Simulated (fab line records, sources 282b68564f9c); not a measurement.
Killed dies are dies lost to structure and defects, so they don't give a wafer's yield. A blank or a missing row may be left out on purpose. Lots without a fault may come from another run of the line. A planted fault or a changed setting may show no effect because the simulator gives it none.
A struck lot beside a sound one | flow rit_cmos | 19 steps out of a route of 202
Sound: wafers L543.3, L543.4, L543.6. Struck: wafer L552.5. (L552.2, L552.4 of the same lot were not struck and are left out.) The cause comes at the end.
At each step with rows: each side's tool, then ch and its chambers, then its first start. Under that, the readings that differ: sound wafers | struck wafers | difference of the means | sigmas: that difference in standard deviations of wafers without a fault.
alike: readings whose means differ by less than 2 such deviations, and words and numbers that are the same on both sides. not compared: withheld readings, readings that some wafer has no value for, bounds like >300 that may hide the same value, and numbers for which the record gives no deviation and whose values overlap.
The two part at a step that has a row with sigmas, a row that says differs or no value, or rows on one side only. Numbers that don't overlap but have no deviation are shown without sigmas and don't part them. A reading that every wafer of one side lacks parts them only if that side has two wafers or more.

RIT_M1_SPUTTER_00: material Al, target thk 400 nm, time 500 s.
  sound on pvd_sputter-04, day 3 16:30; struck on pvd_sputter-01, day 5 16:20
  alike: throttle_valve_pct
RIT_M1_RS_MEAS_01: measures by four-point-probe.
  sound on film_metro-04, day 3 16:51; struck on film_metro-01, day 5 16:38
  alike: M1_AL_RS
RIT_M1_THK_MEAS_02: measures by xrf.
  sound on film_metro-04, day 3 16:57; struck on film_metro-01, day 5 16:45
  alike: M1_AL_THK
then, 6 steps without rows for these wafers: RIT_M1_HMDS_03 (prime time 60 s); RIT_M1_COAT_04 (resist thk 1310 nm); RIT_M1_SOFTBAKE_05 (time 60 s); RIT_M1_EXPOSE_06 (exposes mask M12, target cd 2600 nm); RIT_M1_PEB_07; RIT_M1_DEVELOP_08 (develop time 70.86 s).
RIT_M1_CD_MEAS_09: target cd 2600 nm.
  sound on cd_sem-02, day 3 18:02; struck on cd_sem-01, day 5 17:42
  alike: cd_nm
RIT_M1_OVL_MEAS_10:
  sound on overlay-02, day 3 18:08; struck on overlay-01, day 5 17:49
  alike: M1_OVL
then, 1 step without rows for these wafers: RIT_M1_HARDBAKE_11 (time 120 s).
RIT_M1_METAL_ETCH_12: etches Al in Cl2/BCl3, stops on SiO2, time 165 s, target depth 600 nm.
  sound on rie_metal-04 ch 0,1, day 3 18:28; struck on rie_metal-04 ch 0, day 5 18:05
  alike: drypump_motor_current_A, he_backside_leak_sccm, oes_product_au, throttle_valve_pct
  not compared: rf_hours_counter_h
then, 1 step without rows for these wafers: RIT_M1_STRIP_13 (strips in nmp, time 600 s).
RIT_M1_STRIP_14: strips in O2, time 180 s.
  sound on plasma_asher-04 ch 0,1, day 3 18:48; struck on plasma_asher-03 ch 1, day 5 18:26
  alike: drypump_motor_current_A, o2_flow_sccm
  not compared: rf_hours_counter_h
RIT_M1_CD_MEAS_90: target cd 2600 nm.
  sound on cd_sem-01, day 3 18:58; struck on cd_sem-01, day 5 18:38
  reading    | sound          | struck | difference | sigmas
  cd_nm (nm) | 2599 2599 2595 | 2605   | +7         | +2
then, 1 step without rows for these wafers: RIT_M1_ANNEAL_15 (time 1800 s).
RIT_M1_BOW_MEAS_16:
  sound on film_metro-02, day 3 20:35; struck on film_metro-02, day 5 20:16
  reading     | sound    | struck | difference | sigmas
  M1_BOW (um) | 23 23 25 | 9      | -15        | -3
RIT_M1_PROBE_99:
  sound on prober-01, day 3 20:46; struck on prober-02, day 5 20:34
  reading                               | sound              | struck | difference | sigmas
  defect_limited_yield (%)              | 98.1 96.2 98.5     | 89.4   | -8.2       | -7
  killed_at_M0_to_M3                    | 0 0 0              | 20     | +20        | +99 or more
  killed_dies                           | 5 10 4             | 28     | +22        | +7
  killed_on_rim                         | 2 1 1              | 11     | +10        | +7
  sort_bin_3_pad_short (%)              | 0.4 0 0            | 1.1    | +1.0       | +4
  sort_bin_5_function (%)               | 0.8 3.0 0.4        | 6.8    | +5.4       | +7
  sort_bin_6_memory (%)                 | 0.8 0.8 1.1        | 2.7    | +1.8       | +3
  sort_n_pass                           | 259.0 254.0 260.0  | 236.0  | -21.7      | -7
  sort_yield_pct (%)                    | 98.1 96.2 98.5     | 89.4   | -8.2       | -7
  model.etest.tester.sort_n_pass        | 259 254 260        | 236    | -22        |
  model.etest.tester.sort_yield_pct (%) | 98.11 96.21 98.48  | 89.39  | -8.21      |
  model.etest.tester.sort_bin_5_pct (%) | 0.7576 3.03 0.3788 | 6.818  | +5.429     |
  alike: killed_at_front_end, killed_open, killed_short

WHERE THEY PART
First at RIT_M1_CD_MEAS_90; last, within this record, at RIT_M1_PROBE_99.

WHY: what the simulator had put in
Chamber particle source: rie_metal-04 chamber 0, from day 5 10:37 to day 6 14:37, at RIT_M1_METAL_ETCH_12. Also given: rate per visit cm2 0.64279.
